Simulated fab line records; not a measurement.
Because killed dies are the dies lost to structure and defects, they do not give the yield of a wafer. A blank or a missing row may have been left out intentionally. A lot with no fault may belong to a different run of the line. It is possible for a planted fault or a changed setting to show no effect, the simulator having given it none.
Matching of chambers	flow berkeley cmos170	rie diel-02 running UCB170_GATE_ETCH_14: 4 sister chambers
The step etches BARC in N2/H2. 4 wafers are shown with their chamber, then 8 later ones without.

## WAFERS PAIRED WITH THEIR CHAMBERS
wafer	chamber	throttle valve pct (%)
L578.4	3	13.40
L579.5	2	13.08
L584.5	1	13.34
L586.1	0	13.21

## WAFERS MISSING THEIR CHAMBER
wafer	throttle valve pct (%)
L586.3	13.41
L586.4	13.06
L590.1	13.23
L590.5	13.22
L590.6	13.08
L600.1	13.09
L600.2	13.23
L600.5	13.06

## WHICH CHAMBER EACH ONE RAN IN
wafer	from the rows above	in truth
L586.3	3	3
L586.4	2	2
L590.1	0	0
L590.5	0	0
L590.6	2	2
L600.1	2	2
L600.2	0	0
L600.5	2	2
Placed correctly: 8 of 8. From these rows, 0 cannot be placed. Placed wrongly: 0.
How it was worked out, from the rows above alone: a wafer's distance from a chamber is the root of the sum, over the readings, of the square of ((its reading less the chamber's mean) divided by the reading's scatter). If the next closest chamber is less than 2 further off than the closest, the wafer can't be placed; otherwise it belongs to the closest. Each chamber's mean is taken over the wafers shown for it. The scatter: with one shown wafer a chamber, the root of the mean of the squares of how far each hidden wafer lies from its nearest shown one.
